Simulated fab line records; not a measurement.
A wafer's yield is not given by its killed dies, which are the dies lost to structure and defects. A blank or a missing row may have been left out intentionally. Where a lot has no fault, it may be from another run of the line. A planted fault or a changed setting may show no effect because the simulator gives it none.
Commonality check across tools -- flow rit-cmos -- 42 wafers sampled across 14 lots

## WHY IT WAS OPENED
At RIT_SPACER_THK_MEAS_04 the reading SPACER_NITRIDE_THK is flagged on 2 of 14 lots. No-fault wafers: 249.5 nm, standard deviation 2.4.
Rule: flag the lot when none of its wafers has a number, or when each of its wafers that has one lies beyond 4 standard deviations from that mean. The rest of the lots are taken to be sound.

lot,measured,on,"SPACER_NITRIDE_THK (nm), wafer by wafer",flag
L116,day 3 03:26,film-metro-04,250.4 249.0 251.5,
L117,day 3 08:24,film-metro-03,248.1 249.3 247.3,
L118,day 3 11:42,film-metro-03,251.1 252.2 251.5,
L119,day 3 17:58,film-metro-02,251.4 252.6 250.6,
L120,day 3 23:08,film-metro-03,248.1 248.3 247.9,
L122,day 4 08:15,film-metro-04,250.4 248.2 248.5,
L123,day 4 14:19,film-metro-02,252.3 256.4 254.8,
L124,day 4 18:18,film-metro-02,249.8 247.7 250.6,
L129,day 5 20:15,film-metro-03,249.7 249.5 250.1,
L128,day 5 21:17,film-metro-04,129.4 130.5 129.4,FLAGGED
L130,day 5 23:52,film-metro-02,129.8 131.6 131.4,FLAGGED
L131,day 6 05:22,film-metro-04,250.9 250.0 249.7,
L137,day 7 12:04,film-metro-02,249.6 252.3 251.1,
L138,day 7 18:15,film-metro-04,249.5 250.6 251.0,
The mean of the flagged lots' numbers is 130.3 nm, -119.2 nm from the usual (-50 standard deviations).

## TOOL THAT RAN EACH LOT
The record holds 1 process step before the reading, out of a route of 202 steps. In each cell: the tool, then ch and the chambers that the sampled wafers went through, then the start.
lot,flag,RIT_SPACER_CVD_03
L116,,"lpcvd-01 ch 1, day 3 01:29"
L117,,"lpcvd-02 ch 0, day 3 06:28"
L118,,"lpcvd-02 ch 0, day 3 09:47"
L119,,"lpcvd-02 ch 0, day 3 16:02"
L120,,"lpcvd-01 ch 1, day 3 21:12"
L122,,"lpcvd-02 ch 1, day 4 06:19"
L123,,"lpcvd-01 ch 0, day 4 12:23"
L124,,"lpcvd-01 ch 0, day 4 16:23"
L129,,"lpcvd-01 ch 1, day 5 18:19"
L128,FLAGGED,"lpcvd-02 ch 1, day 5 19:22"
L130,FLAGGED,"lpcvd-02 ch 1, day 5 21:57"
L131,,"lpcvd-01 ch 0, day 6 03:26"
L137,,"lpcvd-01 ch 1, day 7 10:10"
L138,,"lpcvd-01 ch 0, day 7 16:20"
What is done by these steps:
- RIT_SPACER_CVD_03: deposits Si3N4 from SiH2Cl2/NH3, target thk 250 nm, time 3300 s.
- RIT_SPACER_THK_MEAS_04

## FLAGGED AGAINST TOTAL, ONE TOOL AT A TIME (gauges that did the reading follow at the end)
step,tool,lots run,flagged,share of the flagged lots,sound lots run after its first flagged lot
RIT_SPACER_CVD_03,lpcvd-01,8,0,none,-
RIT_SPACER_CVD_03,lpcvd-02,6,2,all,0
RIT_SPACER_THK_MEAS_04,film-metro-02,5,1,some,1 (L137)
RIT_SPACER_THK_MEAS_04,film-metro-03,4,0,none,-
RIT_SPACER_THK_MEAS_04,film-metro-04,5,1,some,"2 (L131,L138)"

## WHAT IS ALLOWED BY THE TABLE
Rows of the table that ran each flagged lot: 1, that is lpcvd-02 at RIT_SPACER_CVD_03.
- lpcvd-02 at RIT_SPACER_CVD_03: 2 of its 6 lots flagged. It ran its last sound lot, L122, at day 4 06:19 and its first flagged lot, L128, at day 5 19:22: a fault with its onset between the two fits.
What remains is a single tool, lpcvd-02 at RIT_SPACER_CVD_03.

## WHAT HAD BEEN PUT IN BY THE SIMULATOR
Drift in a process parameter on lpcvd-02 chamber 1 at RIT_SPACER_CVD_03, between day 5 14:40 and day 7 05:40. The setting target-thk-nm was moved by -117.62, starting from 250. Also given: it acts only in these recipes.
Struck lots among those shown: L128, L130. Same finding as the rule above.
